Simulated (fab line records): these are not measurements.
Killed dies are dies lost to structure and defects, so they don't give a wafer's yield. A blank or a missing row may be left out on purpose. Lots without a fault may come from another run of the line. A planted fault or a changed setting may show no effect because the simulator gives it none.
fab line records    flow berkeleyCmos170    part 2 of 2: steps 31 to 41 of 41
record: lots: 5  wafers: 15  lastDay: 11
route steps=331 shown NWELL@33 PWELL@34 WELLDRIVE@55 ACTIVE@60
lots untouched by any fault: they come from a run of this same line in which no faults occurred
startH: hours from the record's first day to the start of the lot's first wafer shown    waitH: time in hours since the lot's previous step    " unchanged from the row above    L1.1+2: several wafers, shown together as one row    - either no value or no given start    * or withheld: withheld    < > ~ a bound
route shown NAME@n: NAME is a module with steps in the file, n the number in the route of the first one    usual: mean and standard deviation over wafers with no fault    same: alike in all rows    chamber/n: place in a boat    sites: readings site by site    _std_site: standard deviation of those values    _edge_site: mean of outer sites minus mean of inner sites    radiusMm: how far each site lies from the wafer's centre    mask NAME#n: copy n    behind: the tool/chamber that last shaped the wafer    hold: what put the lot on hold/how long, in hours/how the hold closed    device: the n, p or np transistor that did not switch    end of line: tests of these same wafers at the route's end    step lacking rows: just its recipe    killed: the dies lost at the first sort to structure and to defects; this is not the yield of the wafer    map: a wafer's dies, x killed, . not, _ none there
set.NAME: the run value of the setting; set.NAME@STEP: its run value at that earlier step    model.NAME: the simulator's own value behind a step, which no gauge read
lots at some steps of the route; a table a step, a row a wafer
services: the hour from which a tool's chamber was out of use, counted from the record's first day as startH (under 0 if before that day), plus the number of hours and why
== steps ==
step: UCB170_ACTIVE_THK_MEAS_03
recipe: reads: SiO2_of_ACTIVE_OXIDATION_02
usual: ACTIVE_OXIDE_THK: 26.5/0.51
lot.wafer  tool          chamber  startH  waitH  ACTIVE_OXIDE_THK[nm]
L084.3     filmMetro-03  -        110.68  0.0    27.3
L084.4     "             -        "       "      27.0
L084.5     "             -        "       "      26.6
L090.1     filmMetro-04  -        148.07  0.0    26.3
L090.2     "             -        "       "      26.5
L090.3     "             -        "       "      27.2
L092.1     filmMetro-02  -        158.08  0.0    27.1
L092.2     "             -        "       "      27.3
L092.6     "             -        "       "      27.3
L096.1     filmMetro-02  -        175.42  0.0    25.8
L096.2     "             -        "       "      25.6
L096.5     "             -        "       "      25.8
L097.3     filmMetro-04  -        175.44  0.0    25.8
L097.4     "             -        "       "      25.7
L097.6     "             -        "       "      26.0
step: UCB170_ACTIVE_ANNEAL_04
recipe: tempC: 1000  timeS: 900  ambient: N2
usual: tubeCenterTempC: 999.99/0.086  zonePowerLoadPct: 32.1/1.9
lot.wafer  tool        chamber  startH  waitH  tubeCenterTempC  zonePowerLoadPct
L084.3     furnace-02  0        113.41  2.7    1000             30.5
L084.4     "           0        "       "      1000.1           30.2
L084.5     "           0        "       "      999.87           30.2
L090.1     furnace-04  0        149.48  1.4    1000             35.1
L090.2     "           0        "       "      999.95           34.5
L090.3     "           0        "       "      1000.2           35.4
L092.1     furnace-02  0        160.92  2.8    999.97           30.4
L092.2     "           0        "       "      1000             30.5
L092.6     "           0        "       "      999.97           30.2
L096.1     furnace-03  0        177.92  2.5    1000.1           32.1
L096.2     "           0        "       "      1000             31.9
L096.5     "           0        "       "      1000             31.6
L097.3     furnace-03  0        177.92  2.5    999.89           31.9
L097.4     "           0        "       "      1000             32.3
L097.6     "           0        "       "      999.87           32.5
step: UCB170_ACTIVE_CVD_05
recipe: material: Si3N4  targetThkNm: 220  tempC: 800  precursor: SiH2Cl2/NH3  timeS: 3300  pressureMtorr: 200  sih2cl2FlowSccm: 25  nh3FlowSccm: 75
usual: zonePowerLoadPct: 22.3/0.64
lot.wafer  tool      chamber  startH  waitH  zonePowerLoadPct
L084.3     lpcvd-01  1        116.78  2.1    21.5
L084.4     "         1        "       "      21.6
L084.5     "         1        "       "      21.3
L090.1     lpcvd-02  0        150.73  0.0    22.5
L090.2     "         0        "       "      23.0
L090.3     "         0        "       "      23.2
L092.1     lpcvd-02  1        162.90  0.7    22.3
L092.2     "         1        "       "      22.2
L092.6     "         1        "       "      22.5
L096.1     lpcvd-01  1        180.50  1.3    21.6
L096.2     "         1        "       "      21.3
L096.5     "         1        "       "      21.5
L097.3     lpcvd-01  0        180.50  1.3    23.1
L097.4     "         0        "       "      22.5
L097.6     "         0        "       "      23.3
step: UCB170_ACTIVE_THK_MEAS_06
recipe: reads: Si3N4_of_ACTIVE_CVD_05
usual: ACTIVE_NITRIDE_THK: 220.8/2
lot.wafer  tool          chamber  startH  waitH  ACTIVE_NITRIDE_THK[nm]
L084.3     filmMetro-04  -        119.68  0.0    222.1
L084.4     "             -        "       "      222.4
L084.5     "             -        "       "      221.6
L090.1     filmMetro-02  -        152.64  0.0    219.8
L090.2     "             -        "       "      218.8
L090.3     "             -        "       "      218.2
L092.1     filmMetro-03  -        164.82  0.0    220.6
L092.2     "             -        "       "      222.3
L092.6     "             -        "       "      225.0
L096.1     filmMetro-04  -        182.42  0.0    223.4
L096.2     "             -        "       "      223.7
L096.5     "             -        "       "      222.1
L097.3     filmMetro-03  -        182.44  0.0    220.7
L097.4     "             -        "       "      220.0
L097.6     "             -        "       "      219.9
step: UCB170_ACTIVE_HMDS_07
recipe: primeTimeS: 60  primeTempC: 100
same: primeTimeS: 60
lot.wafer   tool           chamber  startH  waitH
L084.3+4+5  lithoTrack-02  0        119.77  0.1
L090.1+2+3  lithoTrack-02  0        152.70  0.1
L092.1+2+6  lithoTrack-04  0        164.88  0.1
L097.3+4+6  lithoTrack-02  0        182.78  0.3
L096.1+2+5  lithoTrack-04  0        182.99  0.6
step: UCB170_ACTIVE_COAT_08
recipe: resist: KrF  spinRpm: 1500  resistThkNm: 900
lot.wafer   tool           chamber  startH  waitH
L084.3+4+5  lithoTrack-02  0        119.92  0.1
L090.1+2+3  lithoTrack-02  0        152.85  0.1
L092.1+2+6  lithoTrack-04  0        165.03  0.1
L097.3+4+6  lithoTrack-02  0        182.93  0.1
L096.1+2+5  lithoTrack-04  0        183.14  0.1
step: UCB170_ACTIVE_SOFTBAKE_09
recipe: resist: KrF  tempC: 130  timeS: 60.94
usual: plateSensorTCentreC: 131.41/0.01  plateSensorTEdgeC: 131.53/0.01
lot.wafer  tool           chamber  startH  waitH  plateSensorTCentreC  plateSensorTEdgeC
L084.3     lithoTrack-02  0        120.07  0.1    131.4                131.52
L084.4     "              0        "       "      131.39               131.55
L084.5     "              0        "       "      131.42               131.53
L090.1     lithoTrack-02  0        153.00  0.1    131.42               131.53
L090.2     "              0        "       "      131.4                131.53
L090.3     "              0        "       "      131.41               131.54
L092.1     lithoTrack-04  0        165.18  0.1    131.4                131.55
L092.2     "              0        "       "      131.4                131.53
L092.6     "              0        "       "      131.41               131.55
L097.3     lithoTrack-02  0        183.08  0.1    131.41               131.52
L097.4     "              0        "       "      131.42               131.54
L097.6     "              0        "       "      131.4                131.53
L096.1     lithoTrack-04  0        183.29  0.1    131.4                131.55
L096.2     "              0        "       "      131.4                131.54
L096.5     "              0        "       "      131.41               131.54
step: UCB170_ACTIVE_EXPOSE_10
recipe: maskId: ACTIVE  targetCdNm: 1200  na: 0.5  sigmaOuter: 0.6  sourceShape: conventional  doseMj: 20
usual: exposureDoseMJCm2: 19.970/0.019  reticleTempC: 22.99/0.11
lot.wafer  tool           chamber  startH  waitH  mask      exposureDoseMJCm2  reticleTempC
L084.3     krfScanner-01  0        120.38  0.3    ACTIVE#0  19.965             23.11
L084.4     "              0        "       "      ACTIVE#0  20.002             23.00
L084.5     "              0        "       "      ACTIVE#0  19.964             23.00
L090.1     krfScanner-01  0        153.15  0.1    ACTIVE#0  19.957             22.80
L090.2     "              0        "       "      ACTIVE#0  19.964             22.95
L090.3     "              0        "       "      ACTIVE#0  19.963             23.03
L092.1     krfScanner-01  0        165.45  0.2    ACTIVE#0  19.980             22.94
L092.2     "              0        "       "      ACTIVE#0  19.993             23.05
L092.6     "              0        "       "      ACTIVE#0  19.978             23.07
L097.3     krfScanner-02  0        183.35  0.2    ACTIVE#0  19.978             22.97
L097.4     "              0        "       "      ACTIVE#0  19.996             23.06
L097.6     "              0        "       "      ACTIVE#0  19.965             23.06
L096.1     krfScanner-01  0        183.56  0.2    ACTIVE#0  19.966             22.75
L096.2     "              0        "       "      ACTIVE#0  19.938             22.78
L096.5     "              0        "       "      ACTIVE#0  19.957             22.91
step: UCB170_ACTIVE_PEB_11
recipe: pebTempC: 130  pebTimeS: withheld  resist: KrF
lot.wafer   tool           chamber  startH  waitH
L084.3+4+5  lithoTrack-02  0        120.67  0.3
L090.1+2+3  lithoTrack-02  0        153.27  0.1
L092.1+2+6  lithoTrack-04  0        165.57  0.1
L097.3+4+6  lithoTrack-04  0        183.76  0.4
L096.1+2+5  lithoTrack-03  0        183.85  0.3
step: UCB170_ACTIVE_DEVELOP_12
recipe: developer: TMAH  developTimeS: 45  resist: KrF  devTempC: 21
lot.wafer   tool           chamber  startH  waitH
L084.3+4+5  lithoTrack-02  0        -       -
L090.1+2+3  lithoTrack-02  0        -       -
L092.1+2+6  lithoTrack-04  0        -       -
L097.3+4+6  lithoTrack-04  0        -       -
L096.1+2+5  lithoTrack-03  0        -       -
step: UCB170_ACTIVE_CD_MEAS_13
recipe: targetCdNm: 1200
usual: cdNm: 1199.8/1.4
lot.wafer  tool      chamber  startH  waitH  cdNm
L084.3     cdSem-02  -        120.93  -      1201.7
L084.4     "         -        "       "      1199.9
L084.5     "         -        "       "      1200.5
L090.1     cdSem-02  -        153.55  -      1199.9
L090.2     "         -        "       "      1199.6
L090.3     "         -        "       "      1198.2
L092.1     cdSem-01  -        165.84  -      1198.4
L092.2     "         -        "       "      1197.4
L092.6     "         -        "       "      1197.2
L097.3     cdSem-01  -        184.03  -      1199.4
L097.4     "         -        "       "      1199.1
L097.6     "         -        "       "      1199.7
L096.1     cdSem-02  -        184.13  -      1200.5
L096.2     "         -        "       "      1200.4
L096.5     "         -        "       "      1200.6
== services ==
tool            chamber  startH  hours  kind
krfScanner-02   -        60.98   1.8    repair
krfScanner-02   0        64.88   -      calibration
rieDiel-01      0        66.31   2.6    repair
implanter-01    -        68.59   1.6    repair
krfScanner-02   -        71.10   8.7    repair
krfScanner-02   -        79.77   1.0    pm
krfScanner-01   -        88.05   0.5    repair
implanter-04    -        90.38   2.6    pm
plasmaAsher-04  -        106.81  3.8    repair
plasmaAsher-04  -        110.62  9.0    pm
plasmaAsher-04  0        110.62  9.0    ventCycle
plasmaAsher-04  1        110.62  9.0    ventCycle
krfScanner-02   -        116.47  4.0    pm
plasmaAsher-04  0        119.62  -      clean
plasmaAsher-04  1        119.62  -      clean
implanter-02    -        133.02  2.4    repair
implanter-01    -        135.85  4.1    pm
rieDiel-01      -        139.84  1.0    repair
implanter-01    -        140.43  3.5    repair
krfScanner-02   -        141.03  1.3    pm
krfScanner-02   -        151.85  0.8    pm
krfScanner-01   -        155.25  4.4    pm
plasmaAsher-02  -        167.53  0.4    repair
furnace-02      -        171.68  3.5    pm
